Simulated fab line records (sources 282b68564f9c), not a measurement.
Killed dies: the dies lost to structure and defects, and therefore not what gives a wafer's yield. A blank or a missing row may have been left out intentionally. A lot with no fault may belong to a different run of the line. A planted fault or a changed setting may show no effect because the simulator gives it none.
fab line records    flow rit-cmos
record lots=14  wafers=42  last-day=7
route steps=202 shown FOX1@21 NRETRO@61 M1@193
lots that met no fault: from a run of the same line without faults
start-h: hours from the record's opening day to when the first of the lot's shown wafers began    wait-h: hours from the lot's prior step to this one    " as in the row above    L1.1+2: several wafers, shown together as one row    - value missing, or start not given    * or withheld: withheld    < > ~ a bound
route shown NAME@n: NAME is a module with steps in the file, n the number in the route of the first one    usual: mean and standard deviation over wafers with no fault    same: alike in all rows    chamber/n: place in a boat    sites: readings site by site    _std_site: their standard deviation    _edge_site: inner sites' mean taken away from outer sites' mean    radius-mm: how far each site lies from the wafer's centre    mask NAME#n: copy n    behind: tool/chamber where the wafer was last shaped    hold: what put the lot on hold/how long, in hours/how the hold closed    device: transistor that didn't switch, given as n, p or np    end of line: the route-end tests of the same wafers    a step with no rows: only its recipe    killed: dies lost to structure and defects at the first sort, not the wafer's yield    map: a wafer's dies, x killed, . not, _ none there
set.NAME: the setting the step ran with; set.NAME@STEP: the setting that earlier step ran with    model.NAME: the simulator's own value behind a step, which no gauge read
one table for each step of the route and one row for each wafer, over a sample of lots
services: when a tool's chamber went out of use (start-h, in hours from the record's first day, below 0 if earlier), for how many hours, and the reason
## steps
# step RIT_FOX1_THK_MEAS_01
# recipe reads=SiO2_of_FOX1_OXIDATION_00
# usual FOX1_OXIDE_THK=352/5.6
lot.wafer  tool           chamber  start-h  wait-h  FOX1_OXIDE_THK[nm]
L729.1     film-metro-03  -        29.76    0.0     354
L729.5     "              -        "        "       346
L729.6     "              -        "        "       347
L731.2     film-metro-01  -        38.68    0.0     357
L731.4     "              -        "        "       355
L731.5     "              -        "        "       350
L732.1     film-metro-04  -        45.12    0.0     363
L732.4     "              -        "        "       355
L732.6     "              -        "        "       357
L733.1     film-metro-03  -        48.37    0.0     352
L733.3     "              -        "        "       357
L733.5     "              -        "        "       355
L734.4     film-metro-04  -        53.99    0.0     353
L734.5     "              -        "        "       352
L734.6     "              -        "        "       351
L738.1     film-metro-03  -        75.65    0.0     358
L738.2     "              -        "        "       356
L738.5     "              -        "        "       358
L740.2     film-metro-04  -        85.56    0.0     357
L740.3     "              -        "        "       357
L740.5     "              -        "        "       358
L741.1     film-metro-01  -        91.16    0.0     350
L741.5     "              -        "        "       348
L741.6     "              -        "        "       346
L742.1     film-metro-04  -        94.61    0.0     339
L742.4     "              -        "        "       338
L742.5     "              -        "        "       339
L744.2     film-metro-01  -        104.16   0.0     349
L744.3     "              -        "        "       348
L744.5     "              -        "        "       348
L745.2     film-metro-01  -        109.63   0.0     348
L745.3     "              -        "        "       350
L745.4     "              -        "        "       352
L746.1     film-metro-03  -        115.37   0.0     352
L746.2     "              -        "        "       347
L746.4     "              -        "        "       342
L748.1     film-metro-01  -        123.71   0.0     350
L748.4     "              -        "        "       358
L748.6     "              -        "        "       360
L750.2     film-metro-03  -        135.93   0.0     352
L750.3     "              -        "        "       347
L750.4     "              -        "        "       349
# step RIT_NRETRO_IMPLANT_08
# recipe species=P  energy-kev=70  dose-cm2=1e+13  tilt-deg=7
# usual beam-energy-keV=70.001/0.021  dose-ions-cm2=9.998e+12/1.1e+10  faraday-current-uA=31.7/0.67
lot.wafer  tool          chamber  start-h  wait-h  beam-energy-keV  dose-ions-cm2  faraday-current-uA
L729.1     implanter-04  0        45.28    0.2     69.994           9.997e+12      32.7
L729.5     "             0        "        "       70.031           9.995e+12      31.1
L729.6     "             0        "        "       70.030           1e+13          32.0
L731.2     implanter-01  0        52.76    0.2     70.005           1.0002e+13     31.8
L731.4     "             0        "        "       70.026           9.992e+12      32.9
L731.5     "             0        "        "       70.002           1.0001e+13     32.2
L732.1     implanter-01  0        60.41    0.2     70.023           9.989e+12      31.7
L732.4     "             0        "        "       69.975           9.988e+12      31.9
L732.6     "             0        "        "       70.005           9.98e+12       31.5
L733.1     implanter-04  0        63.79    0.2     70.004           1.0019e+13     30.9
L733.3     "             0        "        "       70.001           9.98e+12       31.7
L733.5     "             0        "        "       70.009           9.997e+12      32.0
L734.4     implanter-04  0        67.14    0.2     70.003           1.0013e+13     31.9
L734.5     "             0        "        "       70.012           9.983e+12      32.4
L734.6     "             0        "        "       70.032           9.978e+12      30.6
L738.1     implanter-04  0        91.25    0.2     70.001           7.803e+12      24.4
L738.2     "             0        "        "       69.995           7.812e+12      24.2
L738.5     "             0        "        "       70.007           7.8e+12        25.0
L740.2     implanter-04  0        101.24   0.2     70.005           7.794e+12      24.9
L740.3     "             0        "        "       69.992           7.789e+12      24.5
L740.5     "             0        "        "       70.035           7.789e+12      25.1
L741.1     implanter-01  0        105.14   0.2     69.970           1.0004e+13     30.4
L741.5     "             0        "        "       70.001           1.0008e+13     31.9
L741.6     "             0        "        "       70.003           1.0019e+13     32.8
L742.1     implanter-03  0        107.80   0.2     70.015           1.0005e+13     32.3
L742.4     "             0        "        "       70.032           9.998e+12      30.3
L742.5     "             0        "        "       70.020           1.0006e+13     32.4
L744.2     implanter-03  0        119.72   0.2     69.977           1e+13          31.0
L744.3     "             0        "        "       69.994           1.0008e+13     31.0
L744.5     "             0        "        "       69.995           9.992e+12      31.9
L745.2     implanter-03  0        123.57   0.2     69.988           1.0001e+13     31.9
L745.3     "             0        "        "       70.064           9.995e+12      32.9
L745.4     "             0        "        "       70.021           9.993e+12      32.5
L746.1     implanter-01  0        128.82   0.2     69.959           9.999e+12      31.0
L746.2     "             0        "        "       69.982           9.995e+12      32.1
L746.4     "             0        "        "       69.974           9.989e+12      31.3
L748.1     implanter-03  0        137.13   0.2     69.992           9.998e+12      31.5
L748.4     "             0        "        "       70.030           1.0003e+13     32.1
L748.6     "             0        "        "       70.017           1.0008e+13     32.2
L750.2     implanter-01  0        149.39   0.2     69.992           9.981e+12      30.9
L750.3     "             0        "        "       69.999           1.002e+13      33.2
L750.4     "             0        "        "       69.986           9.993e+12      31.7
# step RIT_NRETRO_TW_MEAS_10
# usual NRETRO_TW=1057/5.5
lot.wafer  tool           chamber  start-h  wait-h  hold                      NRETRO_TW
L729.1     film-metro-03  -        45.61    0.1     -                         1055
L729.5     "              -        "        "       -                         1061
L729.6     "              -        "        "       -                         1059
L731.2     film-metro-02  -        53.07    0.1     -                         1044
L731.4     "              -        "        "       -                         1043
L731.5     "              -        "        "       -                         1042
L732.1     film-metro-03  -        60.74    0.1     -                         1063
L732.4     "              -        "        "       -                         1058
L732.6     "              -        "        "       -                         1062
L733.1     film-metro-04  -        64.12    0.1     -                         1053
L733.3     "              -        "        "       -                         1057
L733.5     "              -        "        "       -                         1055
L734.4     film-metro-04  -        67.42    0.1     -                         1049
L734.5     "              -        "        "       -                         1058
L734.6     "              -        "        "       -                         1057
L738.1     film-metro-03  -        91.63    0.2     await-dispo/0.2h/release  980
L738.2     "              -        "        "       await-dispo/0.2h/release  981
L738.5     "              -        "        "       await-dispo/0.2h/release  983
L738.1     film-metro-03  -        91.85    0.2     -                         980
L738.2     "              -        "        "       -                         982
L738.5     "              -        "        "       -                         982
L740.2     film-metro-03  -        101.55   0.1     await-dispo/0.2h/release  967
L740.3     "              -        "        "       await-dispo/0.2h/release  968
L740.5     "              -        "        "       await-dispo/0.2h/release  974
L740.2     film-metro-03  -        101.78   0.2     -                         972
L740.3     "              -        "        "       -                         973
L740.5     "              -        "        "       -                         973
L741.1     film-metro-04  -        105.47   0.1     -                         1062
L741.5     "              -        "        "       -                         1064
L741.6     "              -        "        "       -                         1063
L742.1     film-metro-04  -        108.12   0.1     -                         1053
L742.4     "              -        "        "       -                         1056
L742.5     "              -        "        "       -                         1057
L744.2     film-metro-02  -        120.03   0.1     -                         1055
L744.3     "              -        "        "       -                         1049
L744.5     "              -        "        "       -                         1056
L745.2     film-metro-03  -        123.88   0.1     -                         1059
L745.3     "              -        "        "       -                         1057
L745.4     "              -        "        "       -                         1059
L746.1     film-metro-04  -        129.14   0.1     -                         1056
L746.2     "              -        "        "       -                         1053
L746.4     "              -        "        "       -                         1057
L748.1     film-metro-02  -        137.46   0.1     -                         1057
L748.4     "              -        "        "       -                         1059
L748.6     "              -        "        "       -                         1049
L750.2     film-metro-03  -        149.70   0.1     -                         1062
L750.3     "              -        "        "       -                         1056
L750.4     "              -        "        "       -                         1066
# step RIT_M1_CD_MEAS_09
# recipe target-cd-nm=2600
# usual cd-nm=2600.4/2.1
lot.wafer  tool       chamber  start-h  wait-h  cd-nm
L729.1     cd-sem-01  -        75.74    -       2600.3
L729.5     "          -        "        "       2599.2
L729.6     "          -        "        "       2596.8
L731.2     cd-sem-01  -        79.86    -       2604.0
L731.4     "          -        "        "       2603.1
L731.5     "          -        "        "       2601.3
L732.1     cd-sem-01  -        88.91    -       2603.5
L732.4     "          -        "        "       2603.2
L732.6     "          -        "        "       2601.0
L733.1     cd-sem-02  -        92.65    -       2601.2
L733.3     "          -        "        "       2602.9
L733.5     "          -        "        "       2602.2
L734.4     cd-sem-02  -        96.23    -       2599.8
L734.5     "          -        "        "       2600.1
L734.6     "          -        "        "       2599.1
L738.1     cd-sem-01  -        119.49   -       2603.1
L738.2     "          -        "        "       2603.7
L738.5     "          -        "        "       2602.5
L742.1     cd-sem-01  -        135.47   -       2601.1
L742.4     "          -        "        "       2601.4
L742.5     "          -        "        "       2600.7
L741.1     cd-sem-02  -        136.07   -       2600.0
L741.5     "          -        "        "       2599.8
L741.6     "          -        "        "       2600.0
L740.2     cd-sem-01  -        143.33   -       2603.4
L740.3     "          -        "        "       2603.9
L740.5     "          -        "        "       2603.2
L744.2     cd-sem-02  -        148.95   -       2599.0
L744.3     "          -        "        "       2598.3
L744.5     "          -        "        "       2597.6
L745.2     cd-sem-02  -        150.22   -       2599.2
L745.3     "          -        "        "       2600.0
L745.4     "          -        "        "       2601.7
L746.1     cd-sem-01  -        156.07   -       2600.2
L746.2     "          -        "        "       2597.9
L746.4     "          -        "        "       2598.8
L748.1     cd-sem-02  -        162.93   -       2602.6
L748.4     "          -        "        "       2604.1
L748.6     "          -        "        "       2601.7
L750.2     cd-sem-02  -        174.89   -       2601.1
L750.3     "          -        "        "       2598.3
L750.4     "          -        "        "       2599.0
# step RIT_M1_OVL_MEAS_10
# usual M1_OVL=0.9/1.5
lot.wafer  tool        chamber  start-h  wait-h  M1_OVL[nm]
L729.1     overlay-01  -        75.86    0.1     1.7
L729.5     "           -        "        "       1.5
L729.6     "           -        "        "       2.2
L731.2     overlay-02  -        79.97    0.1     1.2
L731.4     "           -        "        "       0.3
L731.5     "           -        "        "       1.3
L732.1     overlay-02  -        89.03    0.1     -1.7
L732.4     "           -        "        "       -1.9
L732.6     "           -        "        "       -1.8
L733.1     overlay-02  -        92.77    0.1     1.0
L733.3     "           -        "        "       4.7
L733.5     "           -        "        "       1.8
L734.4     overlay-02  -        96.31    0.1     -0.1
L734.5     "           -        "        "       -0.1
L734.6     "           -        "        "       -1.2
L738.1     overlay-02  -        119.61   0.1     -0.9
L738.2     "           -        "        "       2.3
L738.5     "           -        "        "       3.8
L742.1     overlay-01  -        135.59   0.1     0.8
L742.4     "           -        "        "       2.4
L742.5     "           -        "        "       1.6
L741.1     overlay-01  -        136.19   0.1     -0.8
L741.5     "           -        "        "       -0.6
L741.6     "           -        "        "       0.5
L740.2     overlay-02  -        143.43   0.1     1.2
L740.3     "           -        "        "       3.3
L740.5     "           -        "        "       1.9
L744.2     overlay-01  -        149.06   0.1     2.5
L744.3     "           -        "        "       1.8
L744.5     "           -        "        "       1.4
L745.2     overlay-02  -        150.33   0.1     -0.5
L745.3     "           -        "        "       1.1
L745.4     "           -        "        "       1.1
L746.1     overlay-01  -        156.19   0.1     1.2
L746.2     "           -        "        "       0.0
L746.4     "           -        "        "       1.4
L748.1     overlay-01  -        163.05   0.1     3.3
L748.4     "           -        "        "       -1.8
L748.6     "           -        "        "       -0.6
L750.2     overlay-02  -        175.00   0.1     2.3
L750.3     "           -        "        "       1.0
L750.4     "           -        "        "       2.5
# step RIT_M1_PROBE_99
# usual killed_at_M0_to_M3=0.0/0.12  killed-at-front-end=6.5/2.8  killed-dies=6.5/2.8  killed-open=3.2/1.8  killed-short=3.3/2
# same gross-dies=264  killed_at_M4_up=0  killed-at-back-side=0  killed-at-contacts=0  killed-at-other=0
lot.wafer  tool       chamber  start-h  wait-h  killed_at_M0_to_M3  killed-at-front-end  killed-dies  killed-open  killed-short
L734.4     prober-02  -        99.05    0.2     0                   3                    3            0            3
L734.5     prober-02  -        99.10    0.2     0                   5                    5            3            2
L734.6     prober-02  -        99.15    0.2     0                   11                   11           4            7
L738.5     prober-02  -        122.35   0.2     0                   10                   10           6            4
L742.1     prober-01  -        138.13   0.1     0                   5                    5            4            1
L742.4     prober-01  -        138.28   0.2     0                   6                    6            2            4
L742.5     prober-01  -        138.33   0.2     0                   6                    6            4            2
L740.2     prober-02  -        146.03   0.1     0                   9                    9            4            5
L740.3     prober-02  -        146.08   0.2     0                   2                    2            2            0
L740.5     prober-02  -        146.18   0.2     0                   4                    4            1            3
L744.2     prober-02  -        151.64   0.1     0                   8                    8            4            4
L744.3     prober-02  -        151.69   0.2     0                   6                    6            5            1
L744.5     prober-02  -        151.79   0.2     0                   7                    7            3            4
# killed by level:class
L734.4 SILICIDE:geometric-particle:short=2 SPACER:geometric-particle:short=1
L734.5 GATE:geometric-particle:open=2 FOX1:geometric-particle:short=1 REOX:geometric-particle:open=1 REOX:geometric-particle:short=1
L734.6 FOX1:geometric-particle:short=3 FOX2:geometric-particle:short=3 GATE:geometric-particle:open=2 ACTIVE:geometric-particle:open=1 GATE:geometric-particle:short=1 SILICIDE:geometric-particle:open=1
L738.5 GATE:geometric-particle:short=3 GATE:geometric-particle:open=2 SILICIDE:geometric-particle:open=2 REOX:geometric-particle:open=1 SPACER:geometric-particle:open=1 SPACER:geometric-particle:short=1
L742.1 GATE:geometric-particle:open=2 FOX1:geometric-particle:open=1 REOX:geometric-particle:open=1 SILICIDE:geometric-particle:short=1
L742.4 REOX:geometric-particle:short=2 FOX1:geometric-particle:open=1 REOX:geometric-particle:open=1 SPACER:geometric-particle:short=1 SILICIDE:geometric-particle:short=1
L742.5 GATE:geometric-particle:open=2 GATE:geometric-particle:short=2 FOX2:geometric-particle:open=1 SPACER:geometric-particle:open=1
L740.2 FOX1:geometric-particle:open=3 FOX1:geometric-particle:short=3 GATE:geometric-particle:open=1 GATE:geometric-particle:short=1 SILICIDE:geometric-particle:short=1
L740.3 GATE:geometric-particle:open=1 REOX:geometric-particle:open=1
L740.5 FOX1:geometric-particle:short=2 GATE:geometric-particle:short=1 SILICIDE:geometric-particle:open=1
L744.2 GATE:geometric-particle:open=4 GATE:geometric-particle:short=2 SPACER:geometric-particle:short=1 SILICIDE:geometric-particle:short=1
L744.3 GATE:geometric-particle:open=3 REOX:geometric-particle:open=2 REOX:geometric-particle:short=1
L744.5 REOX:geometric-particle:short=3 GATE:geometric-particle:open=2 FOX1:geometric-particle:short=1 FOX2:geometric-particle:open=1
## services
tool          chamber  start-h  hours  kind
implanter-03  -        42.50    3.2    pm
implanter-01  -        78.59    2.9    repair
implanter-04  -        105.12   3.6    repair
implanter-04  -        125.82   2.4    pm
## key
first-sign step=RIT_NRETRO_IMPLANT_08  reading=dose-ions-cm2  direction=down  sigmas=99+  usual=9.998e+12  struck=7.798e+12
effect step=RIT_NRETRO_IMPLANT_08  reading=faraday-current-uA  direction=down  sigmas=10  usual=31.7  struck=24.7
effect step=RIT_NRETRO_TW_MEAS_10  reading=visit  direction=added
effect step=RIT_NRETRO_TW_MEAS_10  reading=NRETRO_TW  direction=down  sigmas=15  usual=1057  struck=976
met-at RIT_NRETRO_IMPLANT_08
struck-lots L738,L740
tester-left-out L738,L740
not-acting-at RIT_FOX1_THK_MEAS_01,RIT_M1_CD_MEAS_09,RIT_M1_OVL_MEAS_10
onset-between 67.14 91.25
fault kind=process-parameter-drift  tool=implanter-04  chamber=-  onset-h=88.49  steps=RIT_NRETRO_IMPLANT_08  channel=dose-cm2  offset=-2.2e+12  shape=step  end-h=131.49  acts-in=these-recipes-only  stated=1e+13
# tester-left-out: of these lots the tester's yield and bins aren't shown, on N5 and GAA mostly nor the transistor test; their killed dies are dies lost to structure and defects alone, not to doping, threshold or leakage, so they don't give the yield
